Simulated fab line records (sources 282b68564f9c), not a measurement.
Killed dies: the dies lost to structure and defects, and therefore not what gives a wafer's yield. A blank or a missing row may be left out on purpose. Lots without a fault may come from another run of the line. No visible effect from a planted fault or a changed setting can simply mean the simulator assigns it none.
Which tool was responsible? + flow rit cmos + 13 lots, 39 wafers sampled, at 5 steps of a route of 202

WHAT EACH GAUGE READ, for each wafer
RIT_GATE_THK_MEAS_09.
| lot  | measured    | on            | GATE_POLY_THK (nm) |
|------|-------------|---------------|--------------------|
| L680 | day 2 17:26 | film metro-04 | 247.1 248.3 248.8  |
| L681 | day 2 22:35 | film metro-04 | 249.8 250.9 249.6  |
| L683 | day 3 10:23 | film metro-04 | 247.4 249.1 248.4  |
| L684 | day 3 16:30 | film metro-01 | 250.5 252.0 251.4  |
| L690 | day 4 13:56 | film metro-02 | 250.6 254.3 249.9  |
| L693 | day 5 06:28 | film metro-01 | 251.5 250.6 251.5  |
| L694 | day 5 09:03 | film metro-04 | 254.5 258.0 254.6  |
| L695 | day 5 15:54 | film metro-04 | 254.7 252.7 253.6  |
| L697 | day 6 02:07 | film metro-01 | 250.8 251.6 249.3  |
| L698 | day 6 06:25 | film metro-04 | 248.7 247.2 249.7  |
| L700 | day 6 15:38 | film metro-02 | 251.8 255.5 252.6  |
| L701 | day 6 19:35 | film metro-04 | 245.9 247.2 244.3  |
| L703 | day 7 06:09 | film metro-04 | 252.2 251.1 253.6  |

RIT_CONTACT_THK_MEAS_01.
| lot  | measured    | on            | CONTACT_TEOS_THK (nm) |
|------|-------------|---------------|-----------------------|
| L680 | day 3 08:47 | film metro-02 | 398 403 405           |
| L681 | day 3 14:37 | film metro-04 | 388 400 393           |
| L683 | day 4 02:55 | film metro-03 | 399 400 402           |
| L684 | day 4 07:41 | film metro-03 | 396 396 396           |
| L690 | day 5 05:31 | film metro-02 | 350 390 398           |
| L693 | day 5 21:15 | film metro-03 | 351 396 398           |
| L694 | day 5 23:40 | film metro-03 | 405 398 397           |
| L695 | day 6 07:28 | film metro-03 | 409 403 408           |
| L697 | day 6 16:31 | film metro-03 | 411 416 410           |
| L698 | day 6 21:50 | film metro-02 | 393 408 405           |
| L700 | day 7 07:04 | film metro-03 | 408 416 412           |
| L701 | day 7 10:40 | film metro-03 | 393 392 399           |
| L703 | day 7 21:25 | film metro-04 | 403 409 401           |

TOOL THAT RAN EACH LOT (tool first, then ch and the chambers of the sampled wafers, then the start)
| lot  | RIT_NRETRO_STRIP_09                 | RIT_NLDD_STRIP_09                   | RIT_CONTACT_CVD_00             |
|------|-------------------------------------|-------------------------------------|--------------------------------|
| L680 | plasma asher-03 ch 1, day 2 07:59   | plasma asher-04 ch 0,1, day 3 00:02 | pecvd-02 ch 0,1,2, day 3 08:43 |
| L681 | plasma asher-04 ch 0,1, day 2 13:59 | plasma asher-04 ch 0,1, day 3 05:34 | pecvd-04 ch 0,1,2, day 3 14:33 |
| L683 | plasma asher-04 ch 0,1, day 3 05:07 | plasma asher-02 ch 0,1, day 3 17:28 | pecvd-01 ch 0,1, day 4 02:52   |
| L684 | plasma asher-01 ch 1, day 3 10:12   | plasma asher-03 ch 0,1, day 3 22:18 | pecvd-04 ch 0,1, day 4 07:38   |
| L690 | plasma asher-03 ch 0,1, day 4 08:34 | plasma asher-02 ch 0,1, day 4 20:53 | pecvd-04 ch 0,1,2, day 5 05:26 |
| L693 | plasma asher-03 ch 0,1, day 4 23:43 | plasma asher-02 ch 0,1, day 5 12:25 | pecvd-04 ch 0,1,2, day 5 21:12 |
| L694 | plasma asher-04 ch 0,1, day 5 03:45 | plasma asher-02 ch 0,1, day 5 15:11 | pecvd-02 ch 0,1,2, day 5 23:37 |
| L695 | plasma asher-04 ch 0,1, day 5 09:41 | plasma asher-02 ch 0,1, day 5 21:43 | pecvd-01 ch 0,2, day 6 07:25   |
| L697 | plasma asher-03 ch 0,1, day 5 19:15 | plasma asher-02 ch 0,1, day 6 07:56 | pecvd-02 ch 0,1,2, day 6 16:27 |
| L698 | plasma asher-03 ch 0,1, day 6 01:02 | plasma asher-03 ch 0,1, day 6 12:13 | pecvd-01 ch 2, day 6 21:45     |
| L700 | plasma asher-04 ch 0,1, day 6 10:07 | plasma asher-02 ch 0, day 6 22:35   | pecvd-02 ch 1,2, day 7 07:01   |
| L701 | plasma asher-04 ch 0,1, day 6 14:14 | plasma asher-03 ch 0,1, day 7 01:48 | pecvd-01 ch 0,2, day 7 10:37   |
| L703 | plasma asher-04 ch 0,1, day 7 00:25 | plasma asher-03 ch 0,1, day 7 12:19 | pecvd-02 ch 0,1, day 7 21:20   |
- RIT_NRETRO_STRIP_09: strips in O2, time 180 s.
- RIT_NLDD_STRIP_09: strips in O2, time 180 s.
- RIT_CONTACT_CVD_00: deposits SiO2 from TEOS, target thk 400 nm, time 61 s.

AS READ BY THE TOOLS THEMSELVES (means over the sampled wafers that have a number; for cases with no such wafer, the mark the record gives instead)
RIT_NRETRO_STRIP_09.
| lot  | tool            | drypump motor current A (A) |
|------|-----------------|-----------------------------|
| L680 | plasma asher-03 | 6.2                         |
| L681 | plasma asher-04 | 6.3                         |
| L683 | plasma asher-04 | 6.3                         |
| L684 | plasma asher-01 | 6.4                         |
| L690 | plasma asher-03 | 6.3                         |
| L693 | plasma asher-03 | 6.5                         |
| L694 | plasma asher-04 | 6.0                         |
| L695 | plasma asher-04 | 6.0                         |
| L697 | plasma asher-03 | 6.3                         |
| L698 | plasma asher-03 | 6.5                         |
| L700 | plasma asher-04 | 6.3                         |
| L701 | plasma asher-04 | 6.0                         |
| L703 | plasma asher-04 | 6.0                         |

RIT_NLDD_STRIP_09.
| lot  | tool            | drypump motor current A (A) |
|------|-----------------|-----------------------------|
| L680 | plasma asher-04 | 6.3                         |
| L681 | plasma asher-04 | 6.3                         |
| L683 | plasma asher-02 | 5.1                         |
| L684 | plasma asher-03 | 6.5                         |
| L690 | plasma asher-02 | 5.2                         |
| L693 | plasma asher-02 | 5.1                         |
| L694 | plasma asher-02 | 5.1                         |
| L695 | plasma asher-02 | 5.1                         |
| L697 | plasma asher-02 | 5.2                         |
| L698 | plasma asher-03 | 6.5                         |
| L700 | plasma asher-02 | 5.3                         |
| L701 | plasma asher-03 | 6.3                         |
| L703 | plasma asher-03 | 6.5                         |

RIT_CONTACT_CVD_00.
| lot  | tool     | heater power w (W) |
|------|----------|--------------------|
| L680 | pecvd-02 | 342                |
| L681 | pecvd-04 | 324                |
| L683 | pecvd-01 | 334                |
| L684 | pecvd-04 | 352                |
| L690 | pecvd-04 | 271                |
| L693 | pecvd-04 | 287                |
| L694 | pecvd-02 | 339                |
| L695 | pecvd-01 | 333                |
| L697 | pecvd-02 | 357                |
| L698 | pecvd-01 | 366                |
| L700 | pecvd-02 | 346                |
| L701 | pecvd-01 | 369                |
| L703 | pecvd-02 | 393                |

THE ANSWER, worked out from the rows above alone
Rule: the lots themselves supply what counts as usual. The widest of any qualifying gaps counts: lots, ordered by their means at a reading, are off when they make up no more than a third of the lots, leave a main group of 4 or more, and stand apart from it by 3 or more times the standard deviation of that group's means. A main group whose means are all the same, to the digits that the tables above print for the reading, isn't used. A lot without any number at a reading at which 4 lots or more have one is off too. The other lots that the step has rows for count as sound. First the gauges in route order, then the tools' own readings, where a lot's mean is used as printed above. At the first step where some lot is off, the reading lying furthest off is the one used; lots without a number count as furthest.
Across all readings shown, no lot is off: no conclusion can be drawn from this.

WHAT THE SIMULATOR PUT IN
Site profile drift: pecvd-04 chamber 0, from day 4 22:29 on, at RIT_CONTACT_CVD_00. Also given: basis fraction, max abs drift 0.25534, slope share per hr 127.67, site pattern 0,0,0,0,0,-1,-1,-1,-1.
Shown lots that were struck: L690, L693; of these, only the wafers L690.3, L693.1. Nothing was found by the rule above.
